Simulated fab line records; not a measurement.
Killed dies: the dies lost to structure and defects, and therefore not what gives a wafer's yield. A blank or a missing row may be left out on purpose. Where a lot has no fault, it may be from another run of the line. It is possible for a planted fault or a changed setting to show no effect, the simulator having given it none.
Split-lot trial -- flow berkeley-cmos170 -- 23 wafers read across 5 lots, on a route 331 steps long

== ABOUT THE SPLIT ==
At UCB170_M2_SPUTTER_01 (material Al, target thk 900 nm, time 120 s), the setting chamber-pressure-pa was moved away from the recipe's 0.5 Pa on 15 of the 23 wafers read, by -4.9% to +14.6%. The other wafers ran this setting at the recipe's value.

The reading comes from the split's own step.

== THE READING ==
Al_of_M2_SPUTTER_01.thk-nm (the simulator's own value, which no gauge read), in nm, at UCB170_M2_SPUTTER_01 (material Al, target thk 900 nm, time 120 s). The file does not state a usual value for it. Across the 8 wafers here that went through the recipe, the average is 896.3 nm and the standard deviation 8.2 nm.

wafer,"tool, chamber at the split","chamber-pressure-pa as run, Pa",against the recipe,"Al_of_M2_SPUTTER_01.thk-nm, nm",against lot-mates on the recipe
L074.1,"pvd-sputter-02, -",0.4753,-4.9%,899.8,no lot-mate on the recipe
L074.3,"pvd-sputter-02, -",0.4753,-4.9%,910.6,no lot-mate on the recipe
L074.4,"pvd-sputter-02, -",0.4753,-4.9%,899.4,no lot-mate on the recipe
L074.5,"pvd-sputter-02, -",0.4753,-4.9%,911.6,no lot-mate on the recipe
L074.6,"pvd-sputter-02, -",0.4753,-4.9%,911.9,no lot-mate on the recipe
L077.1,"pvd-sputter-03, -",0.4777,-4.5%,916.8,no lot-mate on the recipe
L077.2,"pvd-sputter-03, -",0.4777,-4.5%,909.5,no lot-mate on the recipe
L077.3,"pvd-sputter-03, -",0.4777,-4.5%,922,no lot-mate on the recipe
L077.4,"pvd-sputter-03, -",0.4777,-4.5%,925.4,no lot-mate on the recipe
L077.6,"pvd-sputter-03, -",0.4777,-4.5%,919.3,no lot-mate on the recipe
L078.1,"pvd-sputter-03, -",0.5,recipe,908.1,-
L078.3,"pvd-sputter-03, -",0.5,recipe,891.8,-
L078.4,"pvd-sputter-03, -",0.5,recipe,908.8,-
L078.5,"pvd-sputter-03, -",0.5,recipe,897.7,-
L078.6,"pvd-sputter-03, -",0.5,recipe,895,-
L084.1,"pvd-sputter-01, -",0.5731,+14.6%,870,no lot-mate on the recipe
L084.2,"pvd-sputter-01, -",0.5731,+14.6%,849.7,no lot-mate on the recipe
L084.3,"pvd-sputter-01, -",0.5731,+14.6%,860.1,no lot-mate on the recipe
L084.4,"pvd-sputter-01, -",0.5731,+14.6%,856.2,no lot-mate on the recipe
L084.5,"pvd-sputter-01, -",0.5731,+14.6%,847.7,no lot-mate on the recipe
L085.1,"pvd-sputter-01, -",0.5,recipe,882.7,-
L085.3,"pvd-sputter-01, -",0.5,recipe,890.8,-
L085.4,"pvd-sputter-01, -",0.5,recipe,895.6,-

THE FIT
A straight line over all 23 wafers: Al_of_M2_SPUTTER_01.thk-nm changes by -2.86 nm for each +1% of chamber-pressure-pa; r = -0.93; the points scatter about the line by 8.9 nm.
Too few moved wafers have a lot-mate on the recipe to fit a line with each lot's own level taken away.

== THE FILE'S OWN FIT ==
Al_of_M2_SPUTTER_01.thk-nm changes by -2.86 nm for each +1% of chamber-pressure-pa, r = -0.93.
